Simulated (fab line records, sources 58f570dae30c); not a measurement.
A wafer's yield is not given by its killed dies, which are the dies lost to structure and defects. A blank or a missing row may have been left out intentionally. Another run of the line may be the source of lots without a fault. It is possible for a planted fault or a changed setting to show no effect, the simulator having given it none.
Shared-tool check ; flow berkeleyCmos170 ; Lots sampled 14, wafers sampled 42

== WHY THIS WAS OPENED ==
Flagged at UCB170_M2_CD_MEAS_15: reading cdNm, on 2 of 14 lots. Fault-free wafers read 699.3 nm, with a standard deviation of 1.3.
Rule: flag the lot when none of its wafers has a number, or when each of its wafers that has one lies beyond 4 standard deviations from that mean. As for the other lots, they are considered sound.

lot;measured;on;cdNm (nm), wafer by wafer;flag
L417;day 8 01:31;cdSem-01;700.6 700.2 700.0;
L418;day 8 01:58;cdSem-02;699.2 699.2 700.4;
L416;day 8 02:16;cdSem-01;698.9 702.6 701.7;
L421;day 9 03:26;cdSem-01;810.8 810.5 809.8;FLAGGED
L427;day 10 03:08;cdSem-02;792.1 791.8 791.5;FLAGGED
L426;day 10 03:09;cdSem-01;700.1 698.5 698.8;
L430;day 10 21:53;cdSem-01;696.7 698.2 697.5;
L431;day 10 22:28;cdSem-01;698.2 697.3 697.4;
L429;day 10 23:02;cdSem-01;699.5 700.0 699.2;
L433;day 11 04:19;cdSem-01;698.4 699.1 697.3;
L432;day 11 04:49;cdSem-02;701.6 703.1 699.9;
L434;day 11 12:19;cdSem-01;700.4 700.5 699.8;
L436;day 11 12:58;cdSem-01;697.3 697.8 697.3;
L438;day 12 03:44;cdSem-02;700.9 701.2 699.6;
The mean of the flagged lots' numbers is 801.1 nm, +101.8 nm from the usual (+78 standard deviations).

== LOT BY LOT: THE TOOL USED ==
3 process steps preceding the reading are held in the record, out of 331 steps in the route. Each cell gives the tool, then ch followed by the chambers the sampled wafers passed through, then the start.
lot;flag;UCB170_CONTACT_ETCH_17;UCB170_M2_STRIP_07;UCB170_M2_PEB_13
L417;;rieDiel-04 ch 0,2, day 7 12:31;plasmaAsher-01 ch 0,1, day 7 23:47;lithoTrack-02 ch 0, day 8 01:14
L418;;rieDiel-01 ch 0,2,3, day 7 12:47;plasmaAsher-04 ch 0,1, day 8 00:02;lithoTrack-04 ch 0, day 8 01:41
L416;;rieDiel-01 ch 1,2, day 7 13:31;plasmaAsher-03 ch 0,1, day 8 00:31;lithoTrack-04 ch 0, day 8 01:59
L421;FLAGGED;rieDiel-03 ch 0,1,2, day 8 13:56;plasmaAsher-04 ch 0,1, day 9 01:44;lithoTrack-02 ch 0, day 9 03:10
L427;FLAGGED;rieDiel-04 ch 0,3, day 9 09:29;plasmaAsher-01 ch 0,1, day 9 22:46;lithoTrack-02 ch 0, day 10 02:52
L426;;rieDiel-04 ch 0,1,3, day 9 10:43;plasmaAsher-04 ch 0,1, day 9 22:20;lithoTrack-01 ch 0, day 10 02:53
L430;;rieDiel-04 ch 0,1, day 10 06:20;plasmaAsher-01 ch 0,1, day 10 19:40;lithoTrack-04 ch 0, day 10 21:37
L431;;rieDiel-03 ch 0,3, day 10 09:00;plasmaAsher-03 ch 0,1, day 10 20:34;lithoTrack-01 ch 0, day 10 22:12
L429;;rieDiel-03 ch 1,2,3, day 10 09:51;plasmaAsher-01 ch 0,1, day 10 21:07;lithoTrack-04 ch 0, day 10 22:46
L433;;rieDiel-01 ch 0,1,3, day 10 15:28;plasmaAsher-04 ch 0,1, day 11 02:35;lithoTrack-01 ch 0, day 11 04:04
L432;;rieDiel-04 ch 0,1,2, day 10 16:02;plasmaAsher-03 ch 0,1, day 11 02:49;lithoTrack-04 ch 0, day 11 04:28
L434;;rieDiel-03 ch 0,2, day 10 22:11;plasmaAsher-01 ch 0,1, day 11 10:18;lithoTrack-04 ch 0, day 11 12:02
L436;;rieDiel-01 ch 1,2, day 10 23:26;plasmaAsher-04 ch 0,1, day 11 10:33;lithoTrack-04 ch 0, day 11 12:40
L438;;rieDiel-04 ch 0,1, day 11 16:25;plasmaAsher-01 ch 0,1, day 12 02:16;lithoTrack-01 ch 0, day 12 03:28
What these steps do:
- UCB170_CONTACT_ETCH_17: etches BARC in N2/H2.
- UCB170_M2_STRIP_07: strips in O2.
- UCB170_M2_PEB_13
- UCB170_M2_CD_MEAS_15: target cd 700 nm.

== FLAGGED OVER TOTAL, TOOL BY TOOL (the gauges that took the reading come last) ==
step;tool;lots run;flagged;share of the flagged lots;sound lots run after its first flagged lot
UCB170_CONTACT_ETCH_17;rieDiel-01;4;0;none;-
UCB170_CONTACT_ETCH_17;rieDiel-03;4;1;some;3 (L431,L429,L434)
UCB170_CONTACT_ETCH_17;rieDiel-04;6;1;some;4 (L426,L430,L432,L438)
UCB170_M2_STRIP_07;plasmaAsher-01;6;1;some;4 (L430,L429,L434,L438)
UCB170_M2_STRIP_07;plasmaAsher-03;3;0;none;-
UCB170_M2_STRIP_07;plasmaAsher-04;5;1;some;3 (L426,L433,L436)
UCB170_M2_PEB_13;lithoTrack-01;4;0;none;-
UCB170_M2_PEB_13;lithoTrack-02;3;2;all;0
UCB170_M2_PEB_13;lithoTrack-04;7;0;none;-
UCB170_M2_CD_MEAS_15;cdSem-01;10;1;some;7 (L426,L430,L431,L429,L433,L434,L436)
UCB170_M2_CD_MEAS_15;cdSem-02;4;1;some;2 (L432,L438)

== WHAT THE TABLE ALLOWS ==
1 row of the table ran every flagged lot: lithoTrack-02 at UCB170_M2_PEB_13.
- lithoTrack-02 at UCB170_M2_PEB_13 ran 3 lots, 2 of them flagged. A fault beginning between L417 (day 8 01:14), its last sound lot, and L421 (day 9 03:10), its first flagged one, fits the data. Its own readings lie more than 4 standard deviations out on every wafer of the flagged lots: heaterPowerTotalW, plateTempC.
lithoTrack-02 at UCB170_M2_PEB_13 is the single tool remaining.

== WHAT THE SIMULATOR PUT IN ==
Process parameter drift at UCB170_M2_PEB_13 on lithoTrack-02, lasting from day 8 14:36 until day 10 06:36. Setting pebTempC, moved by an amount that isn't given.
Struck lots among those shown: L421, L427. The rule above reached the same finding.
